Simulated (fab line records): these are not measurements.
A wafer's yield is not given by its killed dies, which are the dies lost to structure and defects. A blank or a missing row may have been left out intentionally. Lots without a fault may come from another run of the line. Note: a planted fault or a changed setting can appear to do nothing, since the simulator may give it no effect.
A lot that was struck, set against a sound lot + flow ritCmos + 19 steps out of a route of 202
Sound: wafers L349.2, L349.3, L349.4. Struck: wafers L338.1, L338.3, L338.4. The cause is named last.
For every step that has rows: the tool of each side, followed by ch and its chambers, followed by its first start. Under that, the readings that differ: sound wafers + struck wafers + difference of the means + sigmas: that difference in standard deviations of wafers without a fault.
alike: readings with means less than 2 such deviations apart, plus words and numbers identical on both sides. not compared: withheld readings, readings lacking a value on some wafer, bounds such as >300 that could conceal the same value, and numbers that have no deviation in the record and whose values overlap.
A row with sigmas, a row that says differs or no value, or rows on one side alone: a step with any of these is where the two part. Non-overlapping numbers with no deviation appear without sigmas and do not part them. A reading missing from all wafers of one side parts the sides only when that side holds two or more wafers.

RIT_SILICIDE_RS_MEAS_02: measures by four-point-probe.
  struck on filmMetro-02, day 5 06:23; sound on filmMetro-02, day 7 10:10
  alike: SILICIDE_TI_RS
RIT_SILICIDE_THK_MEAS_03: measures by xrf.
  struck on filmMetro-02, day 5 06:31; sound on filmMetro-02, day 7 10:17
  alike: SILICIDE_TI_THK
RIT_SILICIDE_RTA_04: time 10 s, ramp up 5 s, ramp down 5 s.
  sound on rtpAnneal-02 ch 0, day 7 10:20; struck on rtpAnneal-01 ch 0, day 5 06:34
  alike: wafer_temp_C_max
then, 1 step without rows for these wafers: RIT_SILICIDE_WET_ETCH_05 (etches Ti in SPM, time 120 s).
RIT_SILICIDE_RTA_06: time 10 s, ramp up 5 s, ramp down 10 s.
  sound on rtpAnneal-01 ch 0, day 7 10:28; struck on rtpAnneal-02 ch 0, day 5 06:41
  alike: wafer_temp_C_max
RIT_CONTACT_CVD_00: deposits SiO2 from TEOS, target thk 400 nm, time 61 s.
  sound on pecvd-04 ch 0,1,2, day 7 10:34; struck on pecvd-03 ch 0,1,2, day 5 06:45
  alike: heaterPowerW
RIT_CONTACT_THK_MEAS_01:
  struck on filmMetro-04, day 5 06:48; sound on filmMetro-01, day 7 10:38
  alike: CONTACT_TEOS_THK
then, 5 steps without rows for these wafers: RIT_CONTACT_HMDS_02 (prime time 60 s); RIT_CONTACT_COAT_03 (resist thk 1000 nm); RIT_CONTACT_SOFTBAKE_04 (time 60 s); RIT_CONTACT_EXPOSE_05 (exposes mask M11, target cd 1000 nm); RIT_CONTACT_PEB_06.
RIT_CONTACT_DEVELOP_07: develop time 120 s.
  sound on lithoTrack-02 ch 0, day 7 11:00; struck on lithoTrack-01 ch 0, day 5 07:00
| reading            | sound             | struck            | difference | sigmas |
|--------------------|-------------------|-------------------|------------|--------|
| developerTempC (C) | 23.06 23.02 22.95 | 25.33 25.33 25.34 | +2.32      | +26    |
RIT_CONTACT_CD_MEAS_08 targets a cd of 1000 nm.
  struck on cdSem-02, day 5 08:14; sound on cdSem-01, day 7 11:47
| reading   | sound                | struck            | difference | sigmas |
|-----------|----------------------|-------------------|------------|--------|
| cdNm (nm) | 1002.8 1002.0 1003.8 | 985.5 988.0 987.0 | -16.0      | -8     |
  not compared: hold
RIT_CONTACT_OVL_MEAS_09:
  struck on overlay-02, day 5 14:40; sound on overlay-02, day 7 11:54
| reading | sound | struck                                                                  | difference                   | sigmas |
|---------|-------|-------------------------------------------------------------------------|------------------------------|--------|
| hold    | - - - | awaitDispo/6.3h/release awaitDispo/6.3h/release awaitDispo/6.3h/release | no value on the sound wafers |        |
  alike: CONTACT_OVL
then, 1 step without rows for these wafers: RIT_CONTACT_HARDBAKE_10 (time 60 s).
RIT_CONTACT_ETCH_11: etches SiO2 in CHF3/CF4/Ar, stops on TiSi2, target depth 480 nm, time 320 s.
  sound on rieDiel-01 ch 0,1, day 7 12:05; struck on rieDiel-02 ch 0,1,3, day 5 14:51
| reading                  | sound          | struck            | difference | sigmas |
|--------------------------|----------------|-------------------|------------|--------|
| drypumpMotorCurrentA (A) | 5.2 4.7 4.7    | 5.3 6.2 6.2       | +1.0       | +2     |
| model.CONTACT.cdNm (nm)  | 1003 1002 1004 | 986.1 987.9 986.8 | -16.1      |        |
  alike: oesProductAu, throttleValvePct
  not compared: rfHoursCounterH
RIT_CONTACT_STRIP_12: strips in O2, time 180 s.
  sound on plasmaAsher-04 ch 0,1, day 7 12:16; struck on plasmaAsher-03 ch 0,1, day 5 15:02
| reading                  | sound          | struck         | difference | sigmas |
|--------------------------|----------------|----------------|------------|--------|
| drypumpMotorCurrentA (A) | 6.24 6.23 5.75 | 5.19 5.57 5.18 | -0.76      | -3     |
  not compared: rfHoursCounterH
RIT_M1_PROBE_99:
  struck on prober-02, day 5 21:12; sound on prober-01, day 7 16:59
  alike: killedAtContacts, killedAtFrontEnd, killedDies, killedOnRim, killedOpen, killedShort

WHERE THEY PART
Last at RIT_CONTACT_STRIP_12 as far as this record goes, first at RIT_CONTACT_DEVELOP_07. Later steps at which nothing parts them and some readings are alike: RIT_M1_PROBE_99.

WHY: what the simulator had put in
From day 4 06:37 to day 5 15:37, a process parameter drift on lithoTrack-01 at RIT_CONTACT_DEVELOP_07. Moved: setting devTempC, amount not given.
